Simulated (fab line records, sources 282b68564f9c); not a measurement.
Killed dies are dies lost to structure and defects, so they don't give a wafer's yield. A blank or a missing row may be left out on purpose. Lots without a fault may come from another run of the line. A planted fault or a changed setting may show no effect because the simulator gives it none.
Split-lot experiment | flow rit_cmos | 5 lots, 23 wafers read, on a route of 202 steps

THE SPLIT
At RIT_ACTIVE_CVD_03 (deposits Si3N4 from SiH2Cl2/NH3, target thk 150 nm, time 1500 s), the setting temp_c was moved away from the recipe's 810 C on 15 of the 23 wafers read, by -2.0% to +0.9%. The other wafers ran this setting at the recipe's value.

FROM THE SPLIT TO THE READING: what the file shows between them, 1 step
- RIT_ACTIVE_THK_MEAS_04

THE READING
oes_product_au, in a.u., at RIT_ACTIVE_ETCH_13 (etches Si3N4 in SF6, stops on SiO2, time 210 s, target depth 210 nm). Fault-free wafers of this fab line usually give 0.822 a.u., standard deviation 0.011 a.u..

wafer  | tool, chamber at the split | temp_c as run, C | against the recipe | oes_product_au, a.u. | against lot-mates on the recipe
L074.2 | lpcvd-01, 1                | 810              | recipe             | 0.832                | -
L074.4 | lpcvd-01, 1                | 810              | recipe             | 0.852                | -
L074.5 | lpcvd-01, 1                | 810              | recipe             | 0.817                | -
L078.1 | -, -                       | 794.1            | -2.0%              | 0.712                | no lot-mate on the recipe
L078.3 | -, -                       | 794.1            | -2.0%              | 0.699                | no lot-mate on the recipe
L078.4 | -, -                       | 794.1            | -2.0%              | 0.699                | no lot-mate on the recipe
L078.5 | -, -                       | 794.1            | -2.0%              | 0.714                | no lot-mate on the recipe
L078.6 | -, -                       | 794.1            | -2.0%              | 0.698                | no lot-mate on the recipe
L080.1 | -, -                       | 817.6            | +0.9%              | 0.881                | no lot-mate on the recipe
L080.2 | -, -                       | 817.6            | +0.9%              | 0.908                | no lot-mate on the recipe
L080.3 | -, -                       | 817.6            | +0.9%              | 0.889                | no lot-mate on the recipe
L080.4 | -, -                       | 817.6            | +0.9%              | 0.889                | no lot-mate on the recipe
L080.6 | -, -                       | 817.6            | +0.9%              | 0.895                | no lot-mate on the recipe
L082.1 | -, -                       | 802.4            | -0.9%              | 0.754                | no lot-mate on the recipe
L082.2 | -, -                       | 802.4            | -0.9%              | 0.762                | no lot-mate on the recipe
L082.3 | -, -                       | 802.4            | -0.9%              | 0.768                | no lot-mate on the recipe
L082.4 | -, -                       | 802.4            | -0.9%              | 0.763                | no lot-mate on the recipe
L082.5 | -, -                       | 802.4            | -0.9%              | 0.756                | no lot-mate on the recipe
L083.2 | -, -                       | 810              | recipe             | 0.834                | -
L083.3 | -, -                       | 810              | recipe             | 0.826                | -
L083.4 | -, -                       | 810              | recipe             | 0.828                | -
L083.5 | -, -                       | 810              | recipe             | 0.828                | -
L083.6 | -, -                       | 810              | recipe             | 0.825                | -

THE FIT
A straight line over all 23 wafers: oes_product_au changes by +0.0657 a.u. for each +1% of temp_c; r = +0.99; the points scatter about the line by 0.0094 a.u..
Too few moved wafers have a lot-mate on the recipe to fit a line with each lot's own level taken away.

THE WHOLE CHAIN: every reading that the file lists as answering this split, in the file's order
step                   | what it does                                                        | reading                                                                        | change (the file's fit)                  | r (the file's)
RIT_ACTIVE_CVD_03      | deposits Si3N4 from SiH2Cl2/NH3, target thk 150 nm, time 1500 s     | Si3N4_of_ACTIVE_CVD_03.thk_nm (the simulator's own value, which no gauge read) | +21.1 nm for each +1% of the setting     | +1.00
RIT_ACTIVE_THK_MEAS_04 |                                                                     | ACTIVE_NITRIDE_THK                                                             | +21 for each +1% of the setting          | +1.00
RIT_ACTIVE_ETCH_13     | etches Si3N4 in SF6, stops on SiO2, time 210 s, target depth 210 nm | oes_product_au                                                                 | +0.0657 a.u. for each +1% of the setting | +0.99
RIT_ACTIVE_ETCH_13     | etches Si3N4 in SF6, stops on SiO2, time 210 s, target depth 210 nm | ACTIVE.feature_depth_nm (the simulator's own value, which no gauge read)       | +20.6 nm for each +1% of the setting     | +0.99
RIT_ACTIVE_ETCH_13     | etches Si3N4 in SF6, stops on SiO2, time 210 s, target depth 210 nm | etch.depth_nm (the simulator's own value, which no gauge read)                 | +21.2 nm for each +1% of the setting     | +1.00

THE FILE'S OWN FIT
oes_product_au changes by +0.0657 a.u. for each +1% of temp_c, r = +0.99.
